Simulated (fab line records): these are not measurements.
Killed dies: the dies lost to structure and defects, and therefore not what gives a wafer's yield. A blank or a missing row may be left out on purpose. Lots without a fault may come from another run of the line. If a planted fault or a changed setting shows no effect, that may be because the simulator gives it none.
fab line records / flow berkeley_cmos170
record lots=7 wafers=21 last_day=11
route steps=331 shown NWELL@24 PWELL@34
lots that met no fault: taken from a fault-free run of the same line
start_h: hours from the record's opening day to when the first of the lot's shown wafers began / wait_h: hours since the lot's step before / " identical to the entry in the row above / L1.1+2: a row that stands for several wafers / - either no value or no given start / * or withheld: withheld / < > ~ a bound
route shown NAME@n: names a module that has steps shown in the file, with the first one's number in the route / usual: average and standard deviation across the fault-free wafers / same: alike in all rows / chamber/n: place in a boat / sites: per-site readings / _std_site: the values' standard deviation / _edge_site: inner sites' mean taken away from outer sites' mean / radius_mm: how far each site lies from the wafer's centre / mask NAME#n: copy n / behind: the most recent tool/chamber to have shaped the wafer / hold: what put the lot on hold/how long, in hours/how the hold closed / device: transistor that didn't switch, given as n, p or np / end of line: tests of these same wafers at the route's end / where a step has no rows: the recipe by itself / killed: count of dies lost to structure and defects at first sort (not the wafer's yield) / map: shows each die of a wafer: x if killed, . if not, _ if none is there
set.NAME: the run value of the setting; set.NAME@STEP: its run value at that earlier step / model.NAME: the simulator's own value behind a step, which no gauge read
lots seen at some steps along the route; tables by step, rows by wafer
services: a tool's chamber out of use, with start hour (start_h, from the record's first day; less than 0 if before it), hours out, and reason
## steps
# step UCB170_NWELL_PEB_10
# recipe peb_temp_c=130 peb_time_s=withheld resist=KrF
# step UCB170_NWELL_DEVELOP_11
# recipe developer=TMAH develop_time_s=45 resist=KrF dev_temp_c=21
# step UCB170_NWELL_OVL_MEAS_12
# usual NWELL_OVL=0/4.4
lot.wafer=L973.1 tool=overlay-01 chamber=- start_h=40.53 wait_h=- NWELL_OVL[nm]=-2
lot.wafer=L973.4 tool=overlay-01 chamber=- start_h=40.53 wait_h=- NWELL_OVL[nm]=3
lot.wafer=L973.6 tool=overlay-01 chamber=- start_h=40.53 wait_h=- NWELL_OVL[nm]=0
lot.wafer=L977.1 tool=overlay-02 chamber=- start_h=57.30 wait_h=- NWELL_OVL[nm]=3
lot.wafer=L977.3 tool=overlay-02 chamber=- start_h=57.30 wait_h=- NWELL_OVL[nm]=-10
lot.wafer=L977.6 tool=overlay-02 chamber=- start_h=57.30 wait_h=- NWELL_OVL[nm]=4
lot.wafer=L981.1 tool=overlay-02 chamber=- start_h=78.43 wait_h=- NWELL_OVL[nm]=4
lot.wafer=L981.5 tool=overlay-02 chamber=- start_h=78.43 wait_h=- NWELL_OVL[nm]=2
lot.wafer=L981.6 tool=overlay-02 chamber=- start_h=78.43 wait_h=- NWELL_OVL[nm]=7
lot.wafer=L991.1 tool=overlay-01 chamber=- start_h=129.02 wait_h=- NWELL_OVL[nm]=2
lot.wafer=L991.4 tool=overlay-01 chamber=- start_h=129.02 wait_h=- NWELL_OVL[nm]=-5
lot.wafer=L991.6 tool=overlay-01 chamber=- start_h=129.02 wait_h=- NWELL_OVL[nm]=-4
lot.wafer=L990.1 tool=overlay-01 chamber=- start_h=129.64 wait_h=- NWELL_OVL[nm]=0
lot.wafer=L990.2 tool=overlay-01 chamber=- start_h=129.64 wait_h=- NWELL_OVL[nm]=5
lot.wafer=L990.5 tool=overlay-01 chamber=- start_h=129.64 wait_h=- NWELL_OVL[nm]=-1
lot.wafer=L992.3 tool=overlay-01 chamber=- start_h=135.02 wait_h=- NWELL_OVL[nm]=-3
lot.wafer=L992.5 tool=overlay-01 chamber=- start_h=135.02 wait_h=- NWELL_OVL[nm]=3
lot.wafer=L992.6 tool=overlay-01 chamber=- start_h=135.02 wait_h=- NWELL_OVL[nm]=-1
lot.wafer=L994.1 tool=overlay-01 chamber=- start_h=143.06 wait_h=- NWELL_OVL[nm]=1
lot.wafer=L994.3 tool=overlay-01 chamber=- start_h=143.06 wait_h=- NWELL_OVL[nm]=8
lot.wafer=L994.5 tool=overlay-01 chamber=- start_h=143.06 wait_h=- NWELL_OVL[nm]=0
# step UCB170_NWELL_ETCH_13
# recipe chemistry=CH3F/Ar/O2 target=Si3N4 stop_on=SiO2 CH3F_flow_sccm=20 Ar_flow_sccm=50 O2_flow_sccm=7 pressure_mtorr=50 rf_w=450 target_depth_a=2464 over_etch_frac=0.1 time_s=154
# usual drypump_motor_current_A=5.8/0.35 oes_product_au=0.937/0.017 rf_fwd_power_W=448.0/1.4 throttle_valve_pct=8.06/0.093
lot.wafer=L973.1 tool=rie_diel-04 chamber=2 start_h=40.56 wait_h=0.0 drypump_motor_current_A=5.8 oes_product_au=0.964 rf_fwd_power_W=448.0 rf_hours_counter_h=30 throttle_valve_pct=8.13
lot.wafer=L973.4 tool=rie_diel-04 chamber=3 start_h=40.56 wait_h=0.0 drypump_motor_current_A=5.3 oes_product_au=0.947 rf_fwd_power_W=446.2 rf_hours_counter_h=133 throttle_valve_pct=8.10
lot.wafer=L973.6 tool=rie_diel-04 chamber=1 start_h=40.56 wait_h=0.0 drypump_motor_current_A=5.9 oes_product_au=0.929 rf_fwd_power_W=447.8 rf_hours_counter_h=- throttle_valve_pct=7.93
lot.wafer=L977.1 tool=rie_diel-04 chamber=2 start_h=57.33 wait_h=0.0 drypump_motor_current_A=5.8 oes_product_au=0.956 rf_fwd_power_W=450.0 rf_hours_counter_h=31 throttle_valve_pct=8.14
lot.wafer=L977.3 tool=rie_diel-04 chamber=0 start_h=57.33 wait_h=0.0 drypump_motor_current_A=6.3 oes_product_au=0.945 rf_fwd_power_W=448.9 rf_hours_counter_h=46 throttle_valve_pct=8.28
lot.wafer=L977.6 tool=rie_diel-04 chamber=3 start_h=57.33 wait_h=0.0 drypump_motor_current_A=5.4 oes_product_au=0.929 rf_fwd_power_W=445.8 rf_hours_counter_h=- throttle_valve_pct=8.12
lot.wafer=L981.1 tool=rie_diel-03 chamber=0 start_h=78.47 wait_h=0.0 drypump_motor_current_A=5.7 oes_product_au=0.907 rf_fwd_power_W=449.8 rf_hours_counter_h=12 throttle_valve_pct=8.04
lot.wafer=L981.5 tool=rie_diel-03 chamber=2 start_h=78.47 wait_h=0.0 drypump_motor_current_A=5.8 oes_product_au=0.937 rf_fwd_power_W=446.0 rf_hours_counter_h=- throttle_valve_pct=8.05
lot.wafer=L981.6 tool=rie_diel-03 chamber=3 start_h=78.47 wait_h=0.0 drypump_motor_current_A=6.1 oes_product_au=0.942 rf_fwd_power_W=448.8 rf_hours_counter_h=- throttle_valve_pct=7.97
lot.wafer=L991.1 tool=rie_diel-04 chamber=0 start_h=129.06 wait_h=0.0 drypump_motor_current_A=6.3 oes_product_au=0.948 rf_fwd_power_W=447.5 rf_hours_counter_h=49 throttle_valve_pct=8.26
lot.wafer=L991.4 tool=rie_diel-04 chamber=1 start_h=129.06 wait_h=0.0 drypump_motor_current_A=5.9 oes_product_au=0.937 rf_fwd_power_W=445.9 rf_hours_counter_h=125 throttle_valve_pct=7.93
lot.wafer=L991.6 tool=rie_diel-04 chamber=1 start_h=129.06 wait_h=0.0 drypump_motor_current_A=6.0 oes_product_au=0.941 rf_fwd_power_W=447.8 rf_hours_counter_h=- throttle_valve_pct=7.93
lot.wafer=L990.1 tool=rie_diel-01 chamber=2 start_h=129.68 wait_h=0.0 drypump_motor_current_A=6.3 oes_product_au=0.922 rf_fwd_power_W=448.3 rf_hours_counter_h=89 throttle_valve_pct=8.18
lot.wafer=L990.2 tool=rie_diel-01 chamber=3 start_h=129.68 wait_h=0.0 drypump_motor_current_A=4.9 oes_product_au=0.966 rf_fwd_power_W=449.1 rf_hours_counter_h=87 throttle_valve_pct=8.05
lot.wafer=L990.5 tool=rie_diel-01 chamber=2 start_h=129.68 wait_h=0.0 drypump_motor_current_A=6.3 oes_product_au=0.915 rf_fwd_power_W=449.2 rf_hours_counter_h=- throttle_valve_pct=8.19
lot.wafer=L992.3 tool=rie_diel-04 chamber=2 start_h=135.04 wait_h=0.0 drypump_motor_current_A=5.8 oes_product_au=0.961 rf_fwd_power_W=449.9 rf_hours_counter_h=34 throttle_valve_pct=8.15
lot.wafer=L992.5 tool=rie_diel-04 chamber=0 start_h=135.04 wait_h=0.0 drypump_motor_current_A=6.3 oes_product_au=0.954 rf_fwd_power_W=448.8 rf_hours_counter_h=- throttle_valve_pct=8.27
lot.wafer=L992.6 tool=rie_diel-04 chamber=1 start_h=135.04 wait_h=0.0 drypump_motor_current_A=5.9 oes_product_au=0.918 rf_fwd_power_W=448.8 rf_hours_counter_h=- throttle_valve_pct=7.93
lot.wafer=L994.1 tool=rie_diel-03 chamber=1 start_h=143.10 wait_h=0.0 drypump_motor_current_A=5.5 oes_product_au=0.909 rf_fwd_power_W=448.2 rf_hours_counter_h=137 throttle_valve_pct=8.03
lot.wafer=L994.3 tool=rie_diel-03 chamber=0 start_h=143.10 wait_h=0.0 drypump_motor_current_A=5.7 oes_product_au=0.917 rf_fwd_power_W=449.3 rf_hours_counter_h=14 throttle_valve_pct=8.03
lot.wafer=L994.5 tool=rie_diel-03 chamber=0 start_h=143.10 wait_h=0.0 drypump_motor_current_A=5.7 oes_product_au=0.913 rf_fwd_power_W=448.9 rf_hours_counter_h=- throttle_valve_pct=8.05
# step UCB170_NWELL_IMPLANT_14
# recipe species=P dose_cm2=1e+13 energy_kev=150 tilt_deg=7
# step UCB170_NWELL_STRIP_15
# recipe chemistry=O2 power_w=400 pressure_mtorr=3500 platen_temp_c=withheld o2_flow_sccm=400 overash_fraction=0.5
# usual drypump_motor_current_A=5.7/0.55 o2_flow_sccm=400.1/1.2 oes_product_au=0.721/0.0048 strip_time_to_endpoint_s=18.04/0.091
lot.wafer=L973.1 tool=plasma_asher-02 chamber=0 start_h=40.81 wait_h=0.1 drypump_motor_current_A=5.6 o2_flow_sccm=401.7 oes_product_au=0.718 rf_hours_counter_h=32 strip_time_to_endpoint_s=17.94
lot.wafer=L973.4 tool=plasma_asher-02 chamber=1 start_h=40.81 wait_h=0.1 drypump_motor_current_A=5.3 o2_flow_sccm=398.9 oes_product_au=0.723 rf_hours_counter_h=- strip_time_to_endpoint_s=17.89
lot.wafer=L973.6 tool=plasma_asher-02 chamber=0 start_h=40.81 wait_h=0.1 drypump_motor_current_A=5.6 o2_flow_sccm=401.8 oes_product_au=0.723 rf_hours_counter_h=- strip_time_to_endpoint_s=18.00
lot.wafer=L977.1 tool=plasma_asher-02 chamber=0 start_h=57.59 wait_h=0.1 drypump_motor_current_A=5.5 o2_flow_sccm=399.2 oes_product_au=0.724 rf_hours_counter_h=34 strip_time_to_endpoint_s=18.05
lot.wafer=L977.3 tool=plasma_asher-02 chamber=0 start_h=57.59 wait_h=0.1 drypump_motor_current_A=5.5 o2_flow_sccm=401.7 oes_product_au=0.718 rf_hours_counter_h=- strip_time_to_endpoint_s=17.98
lot.wafer=L977.6 tool=plasma_asher-02 chamber=1 start_h=57.59 wait_h=0.1 drypump_motor_current_A=5.3 o2_flow_sccm=399.6 oes_product_au=0.716 rf_hours_counter_h=- strip_time_to_endpoint_s=18.05
lot.wafer=L981.1 tool=plasma_asher-02 chamber=1 start_h=78.72 wait_h=0.1 drypump_motor_current_A=5.3 o2_flow_sccm=400.7 oes_product_au=0.730 rf_hours_counter_h=37 strip_time_to_endpoint_s=18.03
lot.wafer=L981.5 tool=plasma_asher-02 chamber=1 start_h=78.72 wait_h=0.1 drypump_motor_current_A=5.3 o2_flow_sccm=400.5 oes_product_au=0.722 rf_hours_counter_h=- strip_time_to_endpoint_s=18.15
lot.wafer=L981.6 tool=plasma_asher-02 chamber=0 start_h=78.72 wait_h=0.1 drypump_motor_current_A=5.5 o2_flow_sccm=400.2 oes_product_au=0.719 rf_hours_counter_h=- strip_time_to_endpoint_s=18.13
lot.wafer=L991.1 tool=plasma_asher-01 chamber=0 start_h=129.31 wait_h=0.1 drypump_motor_current_A=4.8 o2_flow_sccm=401.7 oes_product_au=0.722 rf_hours_counter_h=1 strip_time_to_endpoint_s=17.95
lot.wafer=L991.4 tool=plasma_asher-01 chamber=0 start_h=129.31 wait_h=0.1 drypump_motor_current_A=4.8 o2_flow_sccm=400.8 oes_product_au=0.717 rf_hours_counter_h=- strip_time_to_endpoint_s=17.99
lot.wafer=L991.6 tool=plasma_asher-01 chamber=1 start_h=129.31 wait_h=0.1 drypump_motor_current_A=5.9 o2_flow_sccm=399.0 oes_product_au=0.718 rf_hours_counter_h=- strip_time_to_endpoint_s=18.01
lot.wafer=L990.1 tool=plasma_asher-04 chamber=0 start_h=129.93 wait_h=0.1 drypump_motor_current_A=6.5 o2_flow_sccm=399.8 oes_product_au=0.727 rf_hours_counter_h=43 strip_time_to_endpoint_s=18.06
lot.wafer=L990.2 tool=plasma_asher-04 chamber=1 start_h=129.93 wait_h=0.1 drypump_motor_current_A=6.3 o2_flow_sccm=399.9 oes_product_au=0.720 rf_hours_counter_h=43 strip_time_to_endpoint_s=18.01
lot.wafer=L990.5 tool=plasma_asher-04 chamber=0 start_h=129.93 wait_h=0.1 drypump_motor_current_A=6.4 o2_flow_sccm=400.6 oes_product_au=0.722 rf_hours_counter_h=- strip_time_to_endpoint_s=18.11
lot.wafer=L992.3 tool=plasma_asher-02 chamber=0 start_h=135.33 wait_h=0.1 drypump_motor_current_A=5.5 o2_flow_sccm=401.8 oes_product_au=0.726 rf_hours_counter_h=- strip_time_to_endpoint_s=18.01
lot.wafer=L992.5 tool=plasma_asher-02 chamber=0 start_h=135.33 wait_h=0.1 drypump_motor_current_A=5.5 o2_flow_sccm=400.5 oes_product_au=0.719 rf_hours_counter_h=- strip_time_to_endpoint_s=17.91
lot.wafer=L992.6 tool=plasma_asher-02 chamber=1 start_h=135.33 wait_h=0.1 drypump_motor_current_A=5.3 o2_flow_sccm=400.8 oes_product_au=0.722 rf_hours_counter_h=- strip_time_to_endpoint_s=17.97
lot.wafer=L994.1 tool=plasma_asher-01 chamber=1 start_h=143.35 wait_h=0.1 drypump_motor_current_A=5.9 o2_flow_sccm=399.4 oes_product_au=0.723 rf_hours_counter_h=3 strip_time_to_endpoint_s=18.10
lot.wafer=L994.3 tool=plasma_asher-01 chamber=1 start_h=143.35 wait_h=0.1 drypump_motor_current_A=5.9 o2_flow_sccm=401.5 oes_product_au=0.716 rf_hours_counter_h=- strip_time_to_endpoint_s=18.01
lot.wafer=L994.5 tool=plasma_asher-01 chamber=0 start_h=143.35 wait_h=0.1 drypump_motor_current_A=4.8 o2_flow_sccm=400.1 oes_product_au=0.726 rf_hours_counter_h=- strip_time_to_endpoint_s=17.91
# step UCB170_NWELL_TW_MEAS_16
# usual NWELL_TW=1250/9.3
lot.wafer=L973.1 tool=film_metro-03 chamber=- start_h=40.91 wait_h=0.1 NWELL_TW=1254
lot.wafer=L973.4 tool=film_metro-03 chamber=- start_h=40.91 wait_h=0.1 NWELL_TW=1254
lot.wafer=L973.6 tool=film_metro-03 chamber=- start_h=40.91 wait_h=0.1 NWELL_TW=1251
lot.wafer=L977.1 tool=film_metro-02 chamber=- start_h=57.69 wait_h=0.1 NWELL_TW=1256
lot.wafer=L977.3 tool=film_metro-02 chamber=- start_h=57.69 wait_h=0.1 NWELL_TW=1254
lot.wafer=L977.6 tool=film_metro-02 chamber=- start_h=57.69 wait_h=0.1 NWELL_TW=1252
lot.wafer=L981.1 tool=film_metro-04 chamber=- start_h=78.82 wait_h=0.1 NWELL_TW=1235
lot.wafer=L981.5 tool=film_metro-04 chamber=- start_h=78.82 wait_h=0.1 NWELL_TW=1234
lot.wafer=L981.6 tool=film_metro-04 chamber=- start_h=78.82 wait_h=0.1 NWELL_TW=1242
lot.wafer=L991.1 tool=film_metro-04 chamber=- start_h=129.41 wait_h=0.1 NWELL_TW=1241
lot.wafer=L991.4 tool=film_metro-04 chamber=- start_h=129.41 wait_h=0.1 NWELL_TW=1244
lot.wafer=L991.6 tool=film_metro-04 chamber=- start_h=129.41 wait_h=0.1 NWELL_TW=1244
lot.wafer=L990.1 tool=film_metro-04 chamber=- start_h=130.03 wait_h=0.1 NWELL_TW=1248
lot.wafer=L990.2 tool=film_metro-04 chamber=- start_h=130.03 wait_h=0.1 NWELL_TW=1243
lot.wafer=L990.5 tool=film_metro-04 chamber=- start_h=130.03 wait_h=0.1 NWELL_TW=1241
lot.wafer=L992.3 tool=film_metro-04 chamber=- start_h=135.41 wait_h=0.1 NWELL_TW=1241
lot.wafer=L992.5 tool=film_metro-04 chamber=- start_h=135.41 wait_h=0.1 NWELL_TW=1239
lot.wafer=L992.6 tool=film_metro-04 chamber=- start_h=135.41 wait_h=0.1 NWELL_TW=1240
lot.wafer=L994.1 tool=film_metro-03 chamber=- start_h=143.45 wait_h=0.1 NWELL_TW=1249
lot.wafer=L994.3 tool=film_metro-03 chamber=- start_h=143.45 wait_h=0.1 NWELL_TW=1231
lot.wafer=L994.5 tool=film_metro-03 chamber=- start_h=143.45 wait_h=0.1 NWELL_TW=1243
# step UCB170_NWELL_CLEAN_17
# recipe chemistry=SPM temp_c=120 time_s=600
# step UCB170_NWELL_WET_ETCH_18
# recipe chemistry=H3PO4 target=Si3N4 temp_c=160 time_s=14400
# step UCB170_NWELL_WET_ETCH_19
# recipe chemistry=BOE dilution=5:1 target=SiO2 temp_c=25 time_s=22
# step UCB170_PWELL_CLEAN_00
# recipe chemistry=SPM temp_c=120 time_s=600
# step UCB170_PWELL_CLEAN_01
# recipe chemistry=dHF dilution=25:1 time_s=60
# step UCB170_PWELL_OXIDATION_02
# recipe temp_c=1000 ambient=O2 target_thk_a=264 ox_time_s=1260
# usual ox_temp_c=1000.0/0.44 ox_temp_c_max=1005.1/1.1
lot.wafer=L973.1 tool=furnace-02 chamber=0 start_h=47.24 wait_h=1.3 ox_temp_c=999.8 ox_temp_c_max=1004.6
lot.wafer=L973.4 tool=furnace-02 chamber=0 start_h=47.24 wait_h=1.3 ox_temp_c=1000.2 ox_temp_c_max=1005.0
lot.wafer=L973.6 tool=furnace-02 chamber=0 start_h=47.24 wait_h=1.3 ox_temp_c=999.7 ox_temp_c_max=1005.2
lot.wafer=L977.1 tool=furnace-02 chamber=0 start_h=64.46 wait_h=0.5 ox_temp_c=1000.1 ox_temp_c_max=1005.1
lot.wafer=L977.3 tool=furnace-02 chamber=0 start_h=64.46 wait_h=0.5 ox_temp_c=999.8 ox_temp_c_max=1005.5
lot.wafer=L977.6 tool=furnace-02 chamber=0 start_h=64.46 wait_h=0.5 ox_temp_c=999.7 ox_temp_c_max=1008.2
lot.wafer=L981.1 tool=furnace-02 chamber=0 start_h=85.84 wait_h=1.4 ox_temp_c=999.4 ox_temp_c_max=1003.9
lot.wafer=L981.5 tool=furnace-02 chamber=0 start_h=85.84 wait_h=1.4 ox_temp_c=1000.2 ox_temp_c_max=1005.6
lot.wafer=L981.6 tool=furnace-02 chamber=0 start_h=85.84 wait_h=1.4 ox_temp_c=999.7 ox_temp_c_max=1004.0
lot.wafer=L990.1 tool=furnace-03 chamber=- start_h=136.35 wait_h=1.6 ox_temp_c=- ox_temp_c_max=-
lot.wafer=L990.2 tool=furnace-03 chamber=- start_h=136.35 wait_h=1.6 ox_temp_c=- ox_temp_c_max=-
lot.wafer=L990.5 tool=furnace-03 chamber=- start_h=136.35 wait_h=1.6 ox_temp_c=- ox_temp_c_max=-
lot.wafer=L991.1 tool=furnace-03 chamber=- start_h=136.35 wait_h=1.8 ox_temp_c=- ox_temp_c_max=-
lot.wafer=L991.4 tool=furnace-03 chamber=- start_h=136.35 wait_h=1.8 ox_temp_c=- ox_temp_c_max=-
lot.wafer=L991.6 tool=furnace-03 chamber=- start_h=136.35 wait_h=1.8 ox_temp_c=- ox_temp_c_max=-
lot.wafer=L992.3 tool=furnace-02 chamber=- start_h=143.93 wait_h=3.7 ox_temp_c=- ox_temp_c_max=-
lot.wafer=L992.5 tool=furnace-02 chamber=- start_h=143.93 wait_h=3.7 ox_temp_c=- ox_temp_c_max=-
lot.wafer=L992.6 tool=furnace-02 chamber=- start_h=143.93 wait_h=3.7 ox_temp_c=- ox_temp_c_max=-
lot.wafer=L994.1 tool=furnace-02 chamber=0 start_h=150.55 wait_h=2.4 ox_temp_c=1000.1 ox_temp_c_max=1004.2
lot.wafer=L994.3 tool=furnace-02 chamber=0 start_h=150.55 wait_h=2.4 ox_temp_c=999.6 ox_temp_c_max=1004.8
lot.wafer=L994.5 tool=furnace-02 chamber=0 start_h=150.55 wait_h=2.4 ox_temp_c=999.5 ox_temp_c_max=1004.9
# step UCB170_PWELL_ANNEAL_04
# recipe temp_c=1000 time_s=900 ambient=N2
## services
tool=plasma_asher-04 chamber=- start_h=25.61 hours=2.8 kind=pm
tool=rie_diel-01 chamber=1 start_h=39.30 hours=2.8 kind=repair
tool=rie_diel-03 chamber=1 start_h=39.49 hours=8.0 kind=repair
tool=plasma_asher-01 chamber=- start_h=46.22 hours=0.6 kind=repair
tool=rie_diel-01 chamber=- start_h=69.47 hours=1.7 kind=repair
tool=rie_diel-04 chamber=- start_h=89.16 hours=4.3 kind=pm
tool=plasma_asher-01 chamber=- start_h=108.75 hours=9.0 kind=pm
tool=plasma_asher-01 chamber=0 start_h=108.75 hours=9.0 kind=vent_cycle
tool=plasma_asher-01 chamber=1 start_h=108.75 hours=9.0 kind=vent_cycle
tool=rie_diel-03 chamber=3 start_h=114.44 hours=2.7 kind=repair
tool=plasma_asher-01 chamber=0 start_h=117.75 hours=- kind=clean
tool=plasma_asher-01 chamber=1 start_h=117.75 hours=- kind=clean
tool=plasma_asher-04 chamber=- start_h=148.95 hours=2.8 kind=repair
## key
first_sign step=UCB170_PWELL_OXIDATION_02 reading=tool_record direction=missing
effect none on later readings
met_at UCB170_PWELL_OXIDATION_02
struck_wafers L990.1,L990.2,L990.5,L991.1,L991.4,L991.6,L992.3,L992.5,L992.6
later_rows_left_out L990.1,L990.2,L990.5,L991.1,L991.4,L991.6,L992.3,L992.5,L992.6
sort_left_out L990.1,L990.2,L990.5,L991.1,L991.4,L991.6,L992.3,L992.5,L992.6
tester_left_out L990,L991,L992
onset_between 85.84 136.35
fault kind=skipped_step_whole tool=furnace-02,furnace-03 chamber=- onset_h=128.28 steps=UCB170_PWELL_OXIDATION_02 scope=struck_lots_only
# tester_left_out: of these lots the tester's yield and bins aren't shown, on N5 and GAA mostly nor the transistor test; their killed dies are dies lost to structure and defects alone, not to doping, threshold or leakage, so they don't give the yield
# sort_left_out: the simulated sort isn't trusted on such a fault, so these wafers' sort isn't shown, and their yield isn't known
# later_rows_left_out: the simulator's readings of these wafers behind a module that went badly wrong aren't trusted and aren't shown, but for the sort
